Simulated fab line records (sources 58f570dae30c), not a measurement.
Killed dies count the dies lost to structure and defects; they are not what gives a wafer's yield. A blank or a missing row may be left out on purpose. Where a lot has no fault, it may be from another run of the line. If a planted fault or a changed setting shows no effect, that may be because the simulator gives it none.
Chamber matching    flow berkeley cmos170    UCB170_GATE_ETCH_15 on rie si-02: 4 sister chambers
The step etches poly-Si in HBr/Cl2, stops on SiO2, time 56.3 s, target depth 278.2 nm. 8 wafers are shown with their chamber, then 7 later ones without.

== WAFERS WITH THEIR CHAMBER ==
wafer   chamber  drypump motor current A (A)  throttle valve pct (%)
L395.3  0        5.9                          26.59
L395.5  0        5.9                          26.59
L395.6  1        6.8                          26.31
L398.2  2        5.5                          26.15
L398.4  3        6.2                          26.47
L398.5  1        6.8                          26.33
L402.2  2        5.5                          26.16
L402.3  3        6.3                          26.48

== WAFERS MISSING THEIR CHAMBER ==
wafer   drypump motor current A (A)  throttle valve pct (%)
L402.4  6.8                          26.31
L399.2  6.8                          26.31
L399.3  5.5                          26.15
L399.6  6.2                          26.48
L409.2  6.0                          26.60
L409.3  5.6                          26.15
L409.4  6.2                          26.48

== WHICH CHAMBER EACH WENT THROUGH ==
wafer   from the rows above  in truth
L402.4  1                    1
L399.2  1                    1
L399.3  2                    2
L399.6  3                    3
L409.2  0                    0
L409.3  2                    2
L409.4  3                    3
Correct placement for 7 of the 7. From these rows, 0 cannot be placed. 0 placed wrongly.
How it was worked out, from the rows above alone: a wafer's distance from a chamber is the root of the sum, over the readings, of the square of ((its reading less the chamber's mean) divided by the reading's scatter). If the next closest chamber is less than 2 further off than the closest, the wafer can't be placed; otherwise it belongs to the closest. A chamber's mean is the mean of its shown wafers. The scatter is the square root of a quotient: the sum, over the shown wafers, of each reading's squared deviation from its chamber's mean, divided by wafers minus chambers.
